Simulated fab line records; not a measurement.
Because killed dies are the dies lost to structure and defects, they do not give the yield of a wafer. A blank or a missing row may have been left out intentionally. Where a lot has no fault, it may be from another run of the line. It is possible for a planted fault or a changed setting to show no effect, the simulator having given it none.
The same fault as seen by 2 desks -- flow rit cmos -- every desk sees just its own numbers, and what lay behind them comes last

AT THE TOOL OWNER'S DESK: litho track-03
The tool's own readings at RIT_PSD_COAT_01 (resist thk 1000 nm): means of the sampled wafers that have a number, for each lot that ran on this tool. The brackets show how far a lot's mean lies from the usual mean; more than 4 standard deviations puts the lot out of limits, marked OUT.
Columns: A = spin speed rpm at RIT_PSD_COAT_01, usual 3249.8 rpm
lot,first seen here,A
L454,day 3 20:26,3251.6
L461,day 5 08:23,3738.5 (+99 or more) OUT
L463,day 6 00:26,3738.2 (+99 or more) OUT
This desk finds L461, L463 out of limits, L461 being first, at day 5 08:23 (spin speed rpm at RIT_PSD_COAT_01). L454: within limits.

AT THE METROLOGY DESK
What the gauges read for every lot (on any tool): the sampled wafers with a number, averaged. The brackets show how far a lot's mean lies from the usual mean; more than 4 standard deviations puts the lot out of limits, marked OUT.
Columns: A = NSD_OVL at RIT_NSD_OVL_MEAS_06, usual 0.2 nm; B = NSD_TW at RIT_NSD_TW_MEAS_10, usual 3112; C = PSD_OVL at RIT_PSD_OVL_MEAS_06, usual 0.0 nm
lot,first seen here,A,B,C
L451,day 3 05:04,0.6,3116,0.7
L454,day 3 19:43,1.9,3112,1.6
L461,day 5 07:40,0.8,3107,2.4
L463,day 5 23:43,0.4,3130,0.2
L470,day 7 02:25,0.9,3109,-1.0
L472,day 7 12:21,2.3,3104,0.5
This desk's verdict: no lot among the 6 shows anything out of limits.

TAKEN TOGETHER
An alarm could have come from the tool owner's desk at day 5 08:23, on L461, L463.
At the metrology desk, nothing out of limits was observed.
The metrology desk holds a record of L461, L463, inside its limits.
The lots listed all ran RIT_PSD_COAT_01 on litho track-03.

WHAT HAD BEEN PUT IN BY THE SIMULATOR
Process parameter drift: litho track-03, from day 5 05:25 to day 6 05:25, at RIT_PSD_COAT_01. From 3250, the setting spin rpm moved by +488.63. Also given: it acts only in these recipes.
Struck lots among those shown: L461, L463.
Time in hours from fault onset to the first out-of-limits reading at each desk: the tool owner's desk, 3.
